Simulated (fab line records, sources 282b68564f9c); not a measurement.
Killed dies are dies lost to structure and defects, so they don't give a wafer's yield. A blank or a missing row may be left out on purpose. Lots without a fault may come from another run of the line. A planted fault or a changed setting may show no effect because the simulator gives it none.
fab line records | flow rit_cmos
record lots=14 wafers=42 last_day=8
route steps=202 shown NLDD@108
lots that met no fault: from a run of the same line without faults
start_h: hours from the record's first day to the start of the lot's first wafer shown | wait_h: hours since the lot's step before | " the same as in the row above | L1.1+2: a row that stands for several wafers | - no value, or no start given | * or withheld: withheld | < > ~ a bound
route shown NAME@n: a module of which the file shows steps, and the number in the route of the first | usual: mean/standard deviation of fault-free wafers | same: alike in all rows | chamber/n: place in a boat | sites: the reading at each site | _std_site: their standard deviation | _edge_site: outer sites' mean less inner sites' | radius_mm: how far each site lies from the wafer's centre | mask NAME#n: copy n | behind: the tool/chamber that last shaped the wafer | hold: why the lot was held/for how many hours/how that ended | device: the transistor (n, p or np) that didn't switch | end of line: the same wafers' tests at the end of the route | a step without rows: its recipe alone | killed: dies lost to structure and defects at the first sort, not the wafer's yield | map: a wafer's dies, x killed, . not, _ none there
set.NAME: the setting as run; set.NAME@STEP: as run at that earlier step | model.NAME: the simulator's own value behind a step, which no gauge read
steps of the route over a sample of lots; a table a step, a row a wafer
## steps
# step RIT_NLDD_DEVELOP_05
# recipe resist=NOVOLAK develop_time_s=50 dev_temp_c=23
# usual chill_plate_temp_C=22.98/0.095 developer_temp_C=22.97/0.1 exhaust_pa=44.9/0.89
# same develop_time_s=50
# columns lot.wafer tool chamber start_h wait_h chill_plate_temp_C developer_temp_C exhaust_pa
L727.1 litho_track-01 0 46 - 23.15 23.07 44.9
L727.3 " 0 " " 22.92 23.14 44.4
L727.5 " 0 " " 22.92 23.26 43.8
L728.2 litho_track-04 0 57 - 23.04 23.08 44.2
L728.3 " 0 " " 23.16 22.93 45.9
L728.6 " 0 " " 22.97 22.91 45.1
L729.4 litho_track-04 0 63 - 23.02 23.04 44.3
L729.5 " 0 " " 23.21 23.20 45.0
L729.6 " 0 " " 23.08 23.05 45.2
L731.2 litho_track-01 0 71 - 22.99 22.90 45.7
L731.4 " 0 " " 23.03 23.03 46.1
L731.6 " 0 " " 22.95 22.91 44.6
L732.3 litho_track-03 0 77 - 22.75 23.08 46.2
L732.4 " 0 " " 22.90 23.08 46.0
L732.6 " 0 " " 22.94 23.08 45.8
L733.1 litho_track-01 0 82 - 23.00 22.82 45.7
L733.2 " 0 " " 23.05 23.12 45.1
L733.3 " 0 " " 23.05 22.88 45.3
L735.2 litho_track-01 0 95 - 22.92 22.93 47.3
L735.3 " 0 " " 23.07 22.93 46.4
L735.5 " 0 " " 22.99 22.91 45.7
L736.2 litho_track-03 0 101 - 22.90 22.83 45.0
L736.4 " 0 " " 23.02 22.89 44.7
L736.5 " 0 " " 22.97 22.90 44.1
L738.1 litho_track-04 0 106 - 22.94 22.93 44.1
L738.2 " 0 " " 22.79 22.85 44.9
L738.4 " 0 " " 22.92 22.92 45.6
L742.2 litho_track-03 0 136 - 22.92 22.97 45.1
L742.5 " 0 " " 22.82 23.02 45.0
L742.6 " 0 " " 22.83 22.99 44.2
L743.2 litho_track-04 0 149 - 23.00 23.97 44.7
L743.3 " 0 " " 22.84 24.00 43.8
L743.5 " 0 " " 22.86 24.04 44.5
L745.2 litho_track-01 0 153 - 23.05 22.89 45.8
L745.4 " 0 " " 22.98 22.72 43.7
L745.5 " 0 " " 22.94 22.60 46.1
L748.1 litho_track-04 0 176 - 22.95 23.85 44.8
L748.3 " 0 177 - 23.04 23.86 44.5
L748.4 " 0 " " 23.02 23.98 44.6
L749.3 litho_track-01 0 177 - 23.04 22.89 45.0
L749.4 " 0 " " 23.12 22.98 44.6
L749.5 " 0 " " 23.17 22.97 46.4
## key
first_sign step=RIT_NLDD_DEVELOP_05 reading=developer_temp_C direction=up sigmas=9.4 usual=* struck=*
effect none on later readings
met_at RIT_NLDD_DEVELOP_05
struck_lots L743,L748
tester_left_out L743,L748
fault kind=process_parameter_drift tool=litho_track-04 chamber=- onset_h=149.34 steps=RIT_NLDD_DEVELOP_05 channel=dev_temp_c offset=* shape=step end_h=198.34 acts_in=* stated=*
# tester_left_out: of these lots the tester's yield and bins aren't shown, on N5 and GAA mostly nor the transistor test; their killed dies are dies lost to structure and defects alone, not to doping, threshold or leakage, so they don't give the yield
